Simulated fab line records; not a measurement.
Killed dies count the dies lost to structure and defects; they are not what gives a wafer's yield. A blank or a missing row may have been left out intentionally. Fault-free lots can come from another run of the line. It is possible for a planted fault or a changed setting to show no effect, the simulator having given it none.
fab line records    flow berkeley-cmos170    part 1 of 2: steps 1 to 27 of 37
record lots=5  wafers=15  last-day=11
route steps=331 shown NLDD@168 SPACER@171 PSD@175 NSD@187 BACKSIDE@199 SDANNEAL@204
lots that met no fault: from a run of the same line without faults
start-h: hours from the record's first day to the start of the lot's first wafer shown    wait-h: hours from the lot's prior step to this one    " repeats the value in the row above    L1.1+2: one row covering several wafers at once    - value missing, or start not given    * or withheld: withheld    < > ~ a bound
route shown NAME@n: names a module that has steps shown in the file, with the first one's number in the route    usual: average and standard deviation across the fault-free wafers    same: alike in all rows    chamber/n: place in a boat    sites: the reading at each site    _std_site: how widely they spread, as a standard deviation    _edge_site: inner sites' mean taken away from outer sites' mean    radius-mm: for every site, how far away it sits from the centre of the wafer    mask NAME#n: copy n    behind: the tool/chamber that last shaped the wafer    hold: reason for holding the lot/hours on hold/outcome of the hold    device: which transistor (n, p or np) failed to switch    end of line: the route-end tests of the same wafers    a step without rows: its recipe alone    killed: at the first sort, the dies lost to defects and structure; wafer yield is something else    map: shows each die of a wafer: x if killed, . if not, _ if none is there
set.NAME: the setting that was run; set.NAME@STEP: the one run at that earlier step    model.NAME: the simulator's own value behind a step, which no gauge read
lots at some steps of the route; a table a step, a row a wafer
services: when a tool's chamber went out of use (start-h, in hours from the record's first day, below 0 if earlier), for how many hours, and the reason
## steps
# step UCB170_NLDD_STRIP_10
# recipe chemistry=O2  power-w=400  pressure-mtorr=3500  platen-temp-c=withheld  o2-flow-sccm=400  overash-fraction=0.5
# usual drypump-motor-current-A=6.0/0.43  oes-product-au=0.734/0.0041  strip-time-to-endpoint-s=21.64/0.051
lot.wafer  tool             chamber  start-h  wait-h  drypump-motor-current-A  oes-product-au  rf-hours-counter-h  strip-time-to-endpoint-s
L081.1     plasma-asher-02  1        185.73   0.1     6.1                      0.726           8                   21.62
L081.3     "                1        "        "       6.1                      0.736           -                   21.55
L081.6     "                1        "        "       6.1                      0.740           -                   21.54
L080.1     plasma-asher-04  0        186.22   0.1     6.3                      0.731           48                  21.63
L080.3     "                1        "        "       5.9                      0.729           -                   21.51
L080.5     "                0        "        "       6.3                      0.733           -                   21.56
L086.1     plasma-asher-02  0        204.82   0.1     6.6                      0.739           10                  21.65
L086.4     "                0        "        "       6.6                      0.730           -                   21.67
L086.5     "                0        "        "       6.6                      0.726           -                   21.66
L090.1     plasma-asher-02  1        233.47   0.1     6.1                      0.731           13                  21.69
L090.2     "                0        "        "       6.6                      0.731           13                  21.62
L090.4     "                1        "        "       6.1                      0.735           -                   21.74
L091.1     plasma-asher-04  1        234.32   0.1     5.9                      0.736           53                  21.57
L091.2     "                0        "        "       6.2                      0.740           53                  21.56
L091.6     "                0        "        "       6.3                      0.737           -                   21.67
# step UCB170_NLDD_TW_MEAS_11
# usual NLDD_TW=2221/23
lot.wafer  tool           chamber  start-h  wait-h  NLDD_TW
L081.1     film-metro-04  -        185.83   0.1     2233
L081.3     "              -        "        "       2224
L081.6     "              -        "        "       2221
L080.1     film-metro-04  -        186.32   0.1     2230
L080.3     "              -        "        "       2222
L080.5     "              -        "        "       2219
L086.1     film-metro-01  -        204.92   0.1     2193
L086.4     "              -        "        "       2199
L086.5     "              -        "        "       2186
L090.1     film-metro-01  -        233.57   0.1     2178
L090.2     "              -        "        "       2187
L090.4     "              -        "        "       2166
L091.1     film-metro-04  -        234.42   0.1     2220
L091.2     "              -        "        "       2225
L091.6     "              -        "        "       2221
# step UCB170_NLDD_CLEAN_12
# recipe chemistry=SPM  temp-c=120  time-s=600
lot.wafer   tool          chamber  start-h  wait-h
L081.1+3+6  wet-bench-04  0        185.90   0.1
L080.1+3+5  wet-bench-03  3        186.38   0.1
L086.1+4+5  wet-bench-04  2        204.98   0.1
L090.1+2+4  wet-bench-04  2        234.04   0.5
L091.1+2+6  wet-bench-04  2        234.90   0.5
# step UCB170_SPACER_CVD_00
# recipe material=SiO2  target-thk-nm=376  temp-c=390  precursor=TEOS/O2  time-s=47  rf-w=550  pressure-mtorr=9000
# usual heater-power-w=273/44  pressure-mtorr=9005/19
lot.wafer  tool      chamber  start-h  wait-h  heater-power-w  pressure-mtorr
L081.1     pecvd-02  2        186.07   0.0     269             8983
L081.3     "         1        "        "       210             9002
L081.6     "         2        "        "       274             8967
L080.1     pecvd-01  2        186.56   0.0     320             9008
L080.3     "         1        "        "       350             9039
L080.5     "         0        "        "       307             8999
L086.1     pecvd-03  2        205.16   0.0     232             9016
L086.4     "         2        "        "       238             8981
L086.5     "         0        "        "       272             8994
L090.1     pecvd-01  1        234.23   0.0     371             9043
L090.2     "         2        "        "       249             9019
L090.4     "         2        "        "       266             9004
L091.1     pecvd-03  2        235.09   0.0     186             9001
L091.2     "         1        "        "       297             9010
L091.6     "         0        "        "       274             9006
# step UCB170_SPACER_THK_MEAS_01
# recipe reads=SiO2_of_SPACER_CVD_00
# usual SPACER_TEOS_THK=377/6
lot.wafer  tool           chamber  start-h  wait-h  SPACER_TEOS_THK[nm]
L081.1     film-metro-03  -        186.11   0.0     372
L081.3     "              -        "        "       381
L081.6     "              -        "        "       377
L080.1     film-metro-04  -        186.63   0.0     377
L080.3     "              -        "        "       367
L080.5     "              -        "        "       381
L086.1     film-metro-03  -        205.20   0.0     376
L086.4     "              -        "        "       381
L086.5     "              -        "        "       378
L090.1     film-metro-03  -        234.27   0.0     367
L090.2     "              -        "        "       370
L090.4     "              -        "        "       374
L091.1     film-metro-03  -        235.13   0.0     378
L091.2     "              -        "        "       372
L091.6     "              -        "        "       378
# step UCB170_SPACER_ANNEAL_02
# recipe temp-c=900  time-s=1800  ambient=N2
# usual tube_center_temp_C_max=902.3/0.36
lot.wafer  tool        chamber  start-h  wait-h  tube_center_temp_C_max
L080.1     furnace-01  0        190.69   4.0     901.9
L080.3     "           0        "        "       902.3
L080.5     "           0        "        "       902.4
L081.1     furnace-01  0        190.69   4.6     902.2
L081.3     "           0        "        "       902.4
L081.6     "           0        "        "       902.7
L086.1     furnace-02  0        209.87   4.7     902.0
L086.4     "           0        "        "       902.4
L086.5     "           0        "        "       902.1
L090.1     furnace-04  0        237.29   3.0     901.9
L090.2     "           0        "        "       901.9
L090.4     "           0        "        "       902.2
L091.1     furnace-04  0        237.29   2.1     902.5
L091.2     "           0        "        "       901.8
L091.6     "           0        "        "       902.4
# step UCB170_SPACER_ETCHBACK_03
# recipe stop-on=Si  target=SiO2  chemistry=CHF3/CF4/Ar  CHF3_flow_sccm=50  cf4-flow-sccm=10  Ar_flow_sccm=120  pressure-mtorr=200  rf-w=500  target-depth-a=3760  time-s=100
# usual drypump-motor-current-A=5.8/0.54  oes-product-au=0.901/0.017  throttle-valve-pct=6.41/0.076
lot.wafer  tool         chamber  start-h  wait-h  drypump-motor-current-A  oes-product-au  rf-hours-counter-h  throttle-valve-pct
L080.1     rie-diel-04  3        192.19   0.0     6.0                      0.888           15                  6.46
L080.3     "            1        "        "       6.3                      0.872           14                  6.41
L080.5     "            2        "        "       6.2                      0.915           -                   6.32
L081.1     rie-diel-02  3        192.19   0.0     5.0                      0.890           0                   6.53
L081.3     "            2        "        "       5.8                      0.918           14                  6.47
L081.6     "            3        "        "       5.0                      0.889           -                   6.52
L086.1     rie-diel-03  2        211.37   0.0     6.6                      0.917           116                 6.48
L086.4     "            3        "        "       4.9                      0.924           -                   6.46
L086.5     "            1        "        "       5.0                      0.903           -                   6.27
L090.1     rie-diel-02  3        238.79   0.0     4.9                      0.864           3                   6.54
L090.2     "            2        "        "       5.8                      0.900           17                  6.46
L090.4     "            1        "        "       5.7                      0.873           93                  6.41
L091.1     rie-diel-04  0        238.79   0.0     5.8                      0.887           3                   6.40
L091.2     "            3        "        "       5.9                      0.887           18                  6.43
L091.6     "            0        "        "       5.8                      0.898           -                   6.39
# step UCB170_PSD_HMDS_00
# recipe prime-time-s=60  prime-temp-c=100
# usual exhaust-pa=45.2/0.83
lot.wafer  tool            chamber  start-h  wait-h  exhaust-pa
L081.1     litho-track-01  0        192.70   0.5     44.3
L081.3     "               0        "        "       43.3
L081.6     "               0        "        "       44.9
L080.1     litho-track-03  0        192.91   0.7     45.0
L080.3     "               0        "        "       45.1
L080.5     "               0        "        "       45.0
L086.1     litho-track-02  0        211.74   0.3     45.4
L086.4     "               0        "        "       44.6
L086.5     "               0        "        "       45.5
L090.1     litho-track-01  0        238.86   0.0     45.4
L090.2     "               0        "        "       44.9
L090.4     "               0        "        "       45.6
L091.1     litho-track-03  0        238.86   0.0     43.3
L091.2     "               0        "        "       44.9
L091.6     "               0        "        "       43.6
# step UCB170_PSD_COAT_01
# recipe resist=KrF  spin-rpm=1500  resist-thk-nm=900
# usual exhaust-pa=45.1/0.83
lot.wafer  tool            chamber  start-h  wait-h  exhaust-pa
L081.1     litho-track-01  0        192.85   0.1     43.5
L081.3     "               0        "        "       44.5
L081.6     "               0        "        "       44.2
L080.1     litho-track-03  0        193.06   0.1     45.4
L080.3     "               0        "        "       45.7
L080.5     "               0        "        "       45.8
L086.1     litho-track-02  0        211.89   0.1     44.4
L086.4     "               0        "        "       44.1
L086.5     "               0        "        "       42.9
L090.1     litho-track-01  0        239.01   0.1     46.3
L090.2     "               0        "        "       45.0
L090.4     "               0        "        "       44.6
L091.1     litho-track-03  0        239.01   0.1     45.3
L091.2     "               0        "        "       45.3
L091.6     "               0        "        "       45.5
# step UCB170_PSD_SOFTBAKE_02
# recipe resist=KrF  temp-c=130  time-s=60
# usual exhaust-pa=45.1/1
lot.wafer  tool            chamber  start-h  wait-h  exhaust-pa
L081.1     litho-track-01  0        193.00   0.1     45.2
L081.3     "               0        "        "       44.8
L081.6     "               0        "        "       46.2
L080.1     litho-track-03  0        193.21   0.1     44.7
L080.3     "               0        "        "       43.0
L080.5     "               0        "        "       43.2
L086.1     litho-track-02  0        212.04   0.1     45.6
L086.4     "               0        "        "       45.3
L086.5     "               0        "        "       44.7
L090.1     litho-track-01  0        239.16   0.1     45.1
L090.2     "               0        "        "       45.7
L090.4     "               0        "        "       43.7
L091.1     litho-track-03  0        239.16   0.1     45.3
L091.2     "               0        "        "       46.0
L091.6     "               0        "        "       43.5
# step UCB170_PSD_EXPOSE_03
# recipe mask-id=PSELECT_MOD  na=0.5  sigma-outer=0.6  source-shape=conventional  target-cd-nm=1200  dose-mj=30
lot.wafer   tool            chamber  start-h  wait-h  mask
L081.1+3+6  krf-scanner-01  0        193.15   0.1     PSELECT_MOD#0
L080.1+3+5  krf-scanner-01  0        193.36   0.1     PSELECT_MOD#0
L086.1+4+5  krf-scanner-01  0        212.32   0.2     PSELECT_MOD#0
L090.1+2+4  krf-scanner-02  0        239.42   0.2     PSELECT_MOD#0
L091.1+2+6  krf-scanner-01  0        239.75   0.6     PSELECT_MOD#0
# step UCB170_PSD_PEB_04
# recipe peb-temp-c=130  peb-time-s=withheld  resist=KrF
# usual exhaust-pa=44.8/0.92
lot.wafer  tool            chamber  start-h  wait-h  exhaust-pa
L081.1     litho-track-01  0        193.42   0.3     44.8
L081.3     "               0        "        "       43.9
L081.6     "               0        "        "       44.3
L080.1     litho-track-03  0        193.91   0.5     44.6
L080.3     "               0        "        "       45.7
L080.5     "               0        "        "       44.1
L086.1     litho-track-03  0        212.81   0.5     43.1
L086.4     "               0        "        "       43.7
L086.5     "               0        "        "       42.2
L090.1     litho-track-02  0        239.76   0.3     44.5
L090.2     "               0        "        "       45.6
L090.4     "               0        "        "       44.9
L091.1     litho-track-01  0        239.87   0.1     45.5
L091.2     "               0        "        "       43.6
L091.6     "               0        "        "       45.1
# step UCB170_PSD_DEVELOP_05
# recipe developer=TMAH  develop-time-s=45  resist=KrF  dev-temp-c=21
# usual developer-temp-C=20.98/0.098  exhaust-pa=44.9/0.82
lot.wafer  tool            chamber  start-h  wait-h  developer-temp-C  exhaust-pa
L081.1     litho-track-01  0        -        -       21.26             45.4
L081.3     "               0        "        "       21.11             43.6
L081.6     "               0        "        "       21.16             43.6
L080.1     litho-track-03  0        -        -       21.12             43.7
L080.3     "               0        "        "       20.89             42.2
L080.5     "               0        "        "       20.96             43.8
L086.1     litho-track-03  0        -        -       21.08             43.9
L086.4     "               0        "        "       20.98             45.9
L086.5     "               0        "        "       21.12             43.7
L090.1     litho-track-02  0        -        -       20.94             45.6
L090.2     "               0        "        "       20.96             46.3
L090.4     "               0        "        "       20.80             45.1
L091.1     litho-track-01  0        -        -       21.01             45.2
L091.2     "               0        "        "       20.87             46.3
L091.6     "               0        "        "       20.87             44.8
# step UCB170_PSD_CD_MEAS_06
# recipe target-cd-nm=1200
# usual cd-nm=1199.3/1.5
lot.wafer  tool       chamber  start-h  wait-h  cd-nm
L081.1     cd-sem-01  -        193.75   -       1199.2
L081.3     "          -        "        "       1200.9
L081.6     "          -        "        "       1198.9
L080.1     cd-sem-02  -        194.18   -       1197.5
L080.3     "          -        "        "       1198.0
L080.5     "          -        "        "       1198.4
L086.1     cd-sem-01  -        213.08   -       1199.8
L086.4     "          -        "        "       1199.0
L086.5     "          -        "        "       1200.6
L090.1     cd-sem-01  -        240.14   -       1200.5
L090.2     "          -        "        "       1200.6
L090.4     "          -        "        "       1200.6
L091.1     cd-sem-01  -        240.38   -       1198.2
L091.2     "          -        "        "       1199.3
L091.6     "          -        "        "       1199.3
# step UCB170_PSD_OVL_MEAS_07
# usual PSD_OVL=0/6.3
lot.wafer  tool        chamber  start-h  wait-h  PSD_OVL[nm]
L081.1     overlay-02  -        193.87   0.1     -1
L081.3     "           -        "        "       2
L081.6     "           -        "        "       9
L080.1     overlay-02  -        194.30   0.1     7
L080.3     "           -        "        "       4
L080.5     "           -        "        "       4
L086.1     overlay-02  -        213.20   0.1     2
L086.4     "           -        "        "       4
L086.5     "           -        "        "       1
L090.1     overlay-01  -        240.26   0.1     -6
L090.2     "           -        "        "       2
L090.4     "           -        "        "       2
L091.1     overlay-01  -        240.50   0.1     1
L091.2     "           -        "        "       1
L091.6     "           -        "        "       5
# step UCB170_PSD_IMPLANT_08
# recipe species=B  dose-cm2=3e+15  energy-kev=20  tilt-deg=7
lot.wafer   tool          chamber  start-h  wait-h
L081.1+3+6  implanter-03  0        193.91   0.0
L080.1+3+5  implanter-04  0        194.34   0.0
L086.1+4+5  implanter-04  0        213.24   0.0
L090.1+2+4  implanter-03  0        240.29   0.0
L091.1+2+6  implanter-01  0        240.53   0.0
# step UCB170_PSD_STRIP_09
# recipe chemistry=O2  power-w=400  pressure-mtorr=3500  platen-temp-c=withheld  o2-flow-sccm=400  overash-fraction=0.5
# usual drypump-motor-current-A=5.8/0.49  oes-product-au=0.600/0.0047  strip-time-to-endpoint-s=29.42/0.058
lot.wafer  tool             chamber  start-h  wait-h  drypump-motor-current-A  oes-product-au  rf-hours-counter-h  strip-time-to-endpoint-s
L081.1     plasma-asher-01  1        194.06   0.1     5.2                      0.601           48                  29.36
L081.3     "                1        "        "       5.1                      0.601           -                   29.34
L081.6     "                1        "        "       5.1                      0.607           -                   29.29
L080.1     plasma-asher-01  1        194.49   0.1     5.1                      0.592           48                  29.45
L080.3     "                0        "        "       5.2                      0.597           -                   29.42
L080.5     "                0        "        "       5.2                      0.600           -                   29.45
L086.1     plasma-asher-02  0        213.39   0.1     6.6                      0.601           11                  29.37
L086.4     "                0        "        "       6.5                      0.604           -                   29.44
L086.5     "                0        "        "       6.6                      0.608           -                   29.41
L090.1     plasma-asher-02  1        240.44   0.1     6.1                      0.594           14                  29.46
L090.2     "                0        "        "       6.6                      0.602           14                  29.53
L090.4     "                1        "        "       6.1                      0.590           -                   29.45
L091.1     plasma-asher-01  0        240.68   0.1     5.2                      0.601           54                  29.43
L091.2     "                1        "        "       5.1                      0.588           54                  29.32
L091.6     "                0        "        "       5.3                      0.609           -                   29.35
# step UCB170_PSD_TW_MEAS_10
# usual PSD_TW=2330/24
lot.wafer  tool           chamber  start-h  wait-h  PSD_TW
L081.1     film-metro-02  -        194.16   0.1     2346
L081.3     "              -        "        "       2339
L081.6     "              -        "        "       2342
L080.1     film-metro-04  -        194.59   0.1     2309
L080.3     "              -        "        "       2309
L080.5     "              -        "        "       2295
L086.1     film-metro-01  -        213.49   0.1     2300
L086.4     "              -        "        "       2310
L086.5     "              -        "        "       2294
L090.1     film-metro-01  -        240.54   0.1     2312
L090.2     "              -        "        "       2303
L090.4     "              -        "        "       2311
L091.1     film-metro-04  -        240.78   0.1     2329
L091.2     "              -        "        "       2327
L091.6     "              -        "        "       2327
# step UCB170_PSD_CLEAN_11
# recipe chemistry=SPM  temp-c=120  time-s=600
lot.wafer   tool          chamber  start-h  wait-h
L081.1+3+6  wet-bench-03  2        194.36   0.2
L080.1+3+5  wet-bench-03  1        194.88   0.3
L086.1+4+5  wet-bench-02  3        213.55   0.1
L090.1+2+4  wet-bench-03  0        240.60   0.1
L091.1+2+6  wet-bench-04  2        240.84   0.1
# step UCB170_NSD_HMDS_00
# recipe prime-time-s=60  prime-temp-c=100
# usual exhaust-pa=45.0/0.95
lot.wafer  tool            chamber  start-h  wait-h  exhaust-pa
L081.1     litho-track-02  0        194.82   0.3     45.3
L081.3     "               0        "        "       45.1
L081.6     "               0        "        "       43.8
L080.1     litho-track-03  0        195.36   0.3     46.1
L080.3     "               0        "        "       44.4
L080.5     "               0        "        "       45.5
L086.1     litho-track-02  0        213.76   0.0     45.7
L086.4     "               0        "        "       45.4
L086.5     "               0        "        "       44.0
L090.1     litho-track-03  0        240.78   0.0     46.3
L090.2     "               0        "        "       45.4
L090.4     "               0        "        "       45.3
L091.1     litho-track-02  0        241.03   0.0     44.4
L091.2     "               0        "        "       45.1
L091.6     "               0        "        "       45.5
# step UCB170_NSD_COAT_01
# recipe resist=KrF  spin-rpm=1500  resist-thk-nm=900
# usual exhaust-pa=45.1/0.93
lot.wafer  tool            chamber  start-h  wait-h  exhaust-pa
L081.1     litho-track-02  0        194.97   0.1     46.4
L081.3     "               0        "        "       44.4
L081.6     "               0        "        "       45.0
L080.1     litho-track-03  0        195.51   0.1     43.7
L080.3     "               0        "        "       43.8
L080.5     "               0        "        "       44.3
L086.1     litho-track-02  0        213.91   0.1     44.4
L086.4     "               0        "        "       44.6
L086.5     "               0        "        "       44.3
L090.1     litho-track-03  0        240.93   0.1     44.3
L090.2     "               0        "        "       44.2
L090.4     "               0        "        "       43.5
L091.1     litho-track-02  0        241.18   0.1     46.0
L091.2     "               0        "        "       46.4
L091.6     "               0        "        "       46.0
# step UCB170_NSD_SOFTBAKE_02
# recipe resist=KrF  temp-c=130  time-s=60
# usual exhaust-pa=45.0/0.89
lot.wafer  tool            chamber  start-h  wait-h  exhaust-pa
L081.1     litho-track-02  0        195.12   0.1     45.4
L081.3     "               0        "        "       46.7
L081.6     "               0        "        "       45.9
L080.1     litho-track-03  0        195.66   0.1     44.1
L080.3     "               0        "        "       45.9
L080.5     "               0        "        "       44.4
L086.1     litho-track-02  0        214.06   0.1     45.9
L086.4     "               0        "        "       45.5
L086.5     "               0        "        "       45.1
L090.1     litho-track-03  0        241.08   0.1     43.4
L090.2     "               0        "        "       43.5
L090.4     "               0        "        "       43.9
L091.1     litho-track-02  0        241.33   0.1     43.9
L091.2     "               0        "        "       45.5
L091.6     "               0        "        "       44.1
# step UCB170_NSD_EXPOSE_03
# recipe mask-id=NSELECT_MOD  na=0.5  sigma-outer=0.6  source-shape=conventional  target-cd-nm=1200  dose-mj=30
lot.wafer   tool            chamber  start-h  wait-h  mask
L081.1+3+6  krf-scanner-01  0        195.27   0.1     NSELECT_MOD#0
L080.1+3+5  krf-scanner-02  0        195.96   0.3     NSELECT_MOD#0
L086.1+4+5  krf-scanner-01  0        214.28   0.2     NSELECT_MOD#0
L090.1+2+4  krf-scanner-02  0        241.35   0.2     NSELECT_MOD#0
L091.1+2+6  krf-scanner-01  0        241.61   0.2     NSELECT_MOD#0
# step UCB170_NSD_PEB_04
# recipe peb-temp-c=130  peb-time-s=withheld  resist=KrF
# usual exhaust-pa=44.9/0.96
lot.wafer  tool            chamber  start-h  wait-h  exhaust-pa
L081.1     litho-track-03  0        195.81   0.5     46.2
L081.3     "               0        "        "       44.4
L081.6     "               0        "        "       45.5
L080.1     litho-track-03  0        196.81   0.8     45.0
L080.3     "               0        "        "       44.8
L080.5     "               0        "        "       44.7
L086.1     litho-track-03  0        214.53   0.2     45.9
L086.4     "               0        "        "       44.2
L086.5     "               0        "        "       46.1
L090.1     litho-track-04  0        241.64   0.3     46.0
L090.2     "               0        "        "       45.1
L090.4     "               0        "        "       46.3
L091.1     litho-track-03  0        241.73   0.1     46.8
L091.2     "               0        "        "       45.0
L091.6     "               0        "        "       44.9
# step UCB170_NSD_DEVELOP_05
# recipe developer=TMAH  develop-time-s=45  resist=KrF  dev-temp-c=21
# usual developer-temp-C=21.01/0.093  exhaust-pa=45.0/0.88
lot.wafer  tool            chamber  start-h  wait-h  developer-temp-C  exhaust-pa
L081.1     litho-track-03  0        -        -       20.97             45.8
L081.3     "               0        "        "       20.97             46.1
L081.6     "               0        "        "       21.11             47.1
L080.1     litho-track-03  0        -        -       20.86             45.0
L080.3     "               0        "        "       20.88             46.2
L080.5     "               0        "        "       20.86             44.1
L086.1     litho-track-03  0        -        -       20.79             45.7
L086.4     "               0        "        "       21.02             44.5
L086.5     "               0        "        "       20.97             45.4
L090.1     litho-track-04  0        -        -       21.07             45.3
L090.2     "               0        "        "       20.92             44.3
L090.4     "               0        "        "       20.90             44.7
L091.1     litho-track-03  0        -        -       21.04             44.0
L091.2     "               0        "        "       20.88             43.7
L091.6     "               0        "        "       21.16             44.0
# step UCB170_NSD_CD_MEAS_06
# recipe target-cd-nm=1200
# usual cd-nm=1199.6/1.4
lot.wafer  tool       chamber  start-h  wait-h  cd-nm
L081.1     cd-sem-01  -        196.08   -       1199.5
L081.3     "          -        "        "       1197.9
L081.6     "          -        "        "       1198.2
L080.1     cd-sem-01  -        197.08   -       1201.7
L080.3     "          -        "        "       1200.4
L080.5     "          -        "        "       1202.0
L086.1     cd-sem-02  -        214.81   -       1200.9
L086.4     "          -        "        "       1201.0
L086.5     "          -        "        "       1200.0
L090.1     cd-sem-01  -        241.91   -       1197.3
L090.2     "          -        "        "       1200.4
L090.4     "          -        "        "       1199.6
L091.1     cd-sem-01  -        242.03   -       1199.3
L091.2     "          -        "        "       1198.4
L091.6     "          -        "        "       1199.2
# step UCB170_NSD_OVL_MEAS_07
# usual NSD_OVL=0/4.9
lot.wafer  tool        chamber  start-h  wait-h  NSD_OVL[nm]
L081.1     overlay-01  -        196.20   0.1     -1
L081.3     "           -        "        "       3
L081.6     "           -        "        "       0
L080.1     overlay-02  -        197.20   0.1     -2
L080.3     "           -        "        "       1
L080.5     "           -        "        "       -5
L086.1     overlay-02  -        214.93   0.1     7
L086.4     "           -        "        "       3
L086.5     "           -        "        "       -1
L090.1     overlay-02  -        242.03   0.1     -4
L090.2     "           -        "        "       -8
L090.4     "           -        "        "       -1
L091.1     overlay-02  -        242.15   0.1     -9
L091.2     "           -        "        "       -1
L091.6     "           -        "        "       -5
